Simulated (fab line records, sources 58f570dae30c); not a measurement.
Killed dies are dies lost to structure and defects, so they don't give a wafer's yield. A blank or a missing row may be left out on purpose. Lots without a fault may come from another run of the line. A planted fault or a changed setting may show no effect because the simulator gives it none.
Split-lot experiment | flow berkeley_cmos170 | 5 lots, 23 wafers read, on a route of 331 steps

THE SPLIT
At UCB170_NLDD_IMPLANT_09, the setting energy_kev was moved away from the recipe's 30 on 4 of the 23 wafers read, by -5.9% to +5.4%. The other wafers ran this setting at the recipe's value.

The reading is taken at the split's own step.

THE READING
implant.drp_nm (the simulator's own value, which no gauge read), in nm, at UCB170_NLDD_IMPLANT_09. The file gives no usual value for it.

wafer  | tool, chamber at the split | energy_kev as run | against the recipe | implant.drp_nm, nm | against lot-mates on the recipe
L074.1 | implanter-04, 0            | 28.24             | -5.9%              | 9.198              | -0.413
L074.5 | implanter-04, 0            | 28.24             | -5.9%              | 9.198              | -0.413
L074.2 | implanter-04, 0            | 30                | recipe             | 9.611              | -
L074.3 | implanter-04, 0            | 30                | recipe             | 9.611              | -
L074.4 | implanter-04, 0            | 30                | recipe             | 9.611              | -
L076.1 | implanter-04, 0            | 30                | recipe             | 9.611              | -
L076.2 | implanter-04, 0            | 30                | recipe             | 9.611              | -
L076.3 | implanter-04, 0            | 30                | recipe             | 9.611              | -
L076.5 | implanter-04, 0            | 30                | recipe             | 9.611              | -
L076.6 | implanter-04, 0            | 30                | recipe             | 9.611              | -
L079.1 | implanter-03, 0            | 30                | recipe             | 9.611              | -
L079.2 | implanter-03, 0            | 30                | recipe             | 9.611              | -
L079.3 | implanter-03, 0            | 30                | recipe             | 9.611              | -
L079.5 | implanter-03, 0            | 30                | recipe             | 9.611              | -
L079.6 | implanter-03, 0            | 30                | recipe             | 9.611              | -
L082.2 | implanter-02, 0            | 30                | recipe             | 9.611              | -
L082.4 | implanter-02, 0            | 30                | recipe             | 9.611              | -
L082.5 | implanter-02, 0            | 30                | recipe             | 9.611              | -
L082.3 | implanter-02, 0            | 31.63             | +5.4%              | 9.992              | +0.381
L082.6 | implanter-02, 0            | 31.63             | +5.4%              | 9.992              | +0.381
L083.3 | implanter-03, 0            | 30                | recipe             | 9.611              | -
L083.5 | implanter-03, 0            | 30                | recipe             | 9.611              | -
L083.6 | implanter-03, 0            | 30                | recipe             | 9.611              | -

THE FIT
A straight line over all 23 wafers: implant.drp_nm changes by +0.0703 nm for each +1% of energy_kev; r = +1.00; the points scatter about the line by 0.00031 nm.
The same after taking each lot's own level away (the mean of its wafers on the recipe; 23 wafers): +0.0703 nm for each +1%; r = +1.00; scatter 0.00031 nm.
On that fit, the largest move of energy_kev shifts the reading by 0.41 nm.
The lots' own levels span 9.6110 to 9.6110 nm.
So the lot-to-lot level changes the slope little: the two slopes agree.
Check: with one of the wafers moved furthest among these (-5.9%) left out of the fit, the line predicts -0.412 nm for it against its lot-mates. It came out at -0.413 nm against them.

OTHER SPLITS ON THESE WAFERS
These wafers also went through other splits before the reading. Each is held against what the fit with the lots' levels taken away leaves over:
other split on the same wafers         | wafers away from the commonest value | r with implant.drp_nm (lot level and that fit taken away)
UCB170_NWELL_IMPLANT_14 energy_kev     | 5                                    | -0.21
UCB170_PWELL_CVD_05 sih2cl2_flow_sccm  | 18                                   | -0.14
UCB170_PWELL_IMPLANT_15 dose_cm2       | 8                                    | +0.00
UCB170_ACTIVE_OXIDATION_02 temp_c      | 18                                   | +0.25
UCB170_ACTIVE_EXPOSE_10 dose_mj        | 4                                    | -0.13
UCB170_ACTIVE_ETCH_15 time_s           | 7                                    | -0.18
UCB170_PFIELD_IMPLANT_07 dose_cm2      | 9                                    | -0.17
UCB170_SCREENOX_OXIDATION_01 ox_time_s | 18                                   | -0.37
UCB170_NVT_IMPLANT_07 energy_kev       | 10                                   | +0.01

THE WHOLE CHAIN: every reading that the file lists as answering this split, in the file's order
step                   | what it does | reading                                                         | change (the file's fit)                | r (the file's)
UCB170_NLDD_IMPLANT_09 |              | implant.rp_nm (the simulator's own value, which no gauge read)  | +0.167 nm for each +1% of the setting  | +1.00
UCB170_NLDD_IMPLANT_09 |              | implant.drp_nm (the simulator's own value, which no gauge read) | +0.0702 nm for each +1% of the setting | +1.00

THE FILE'S OWN FIT
implant.drp_nm changes by +0.0702 nm for each +1% of energy_kev, r = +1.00.
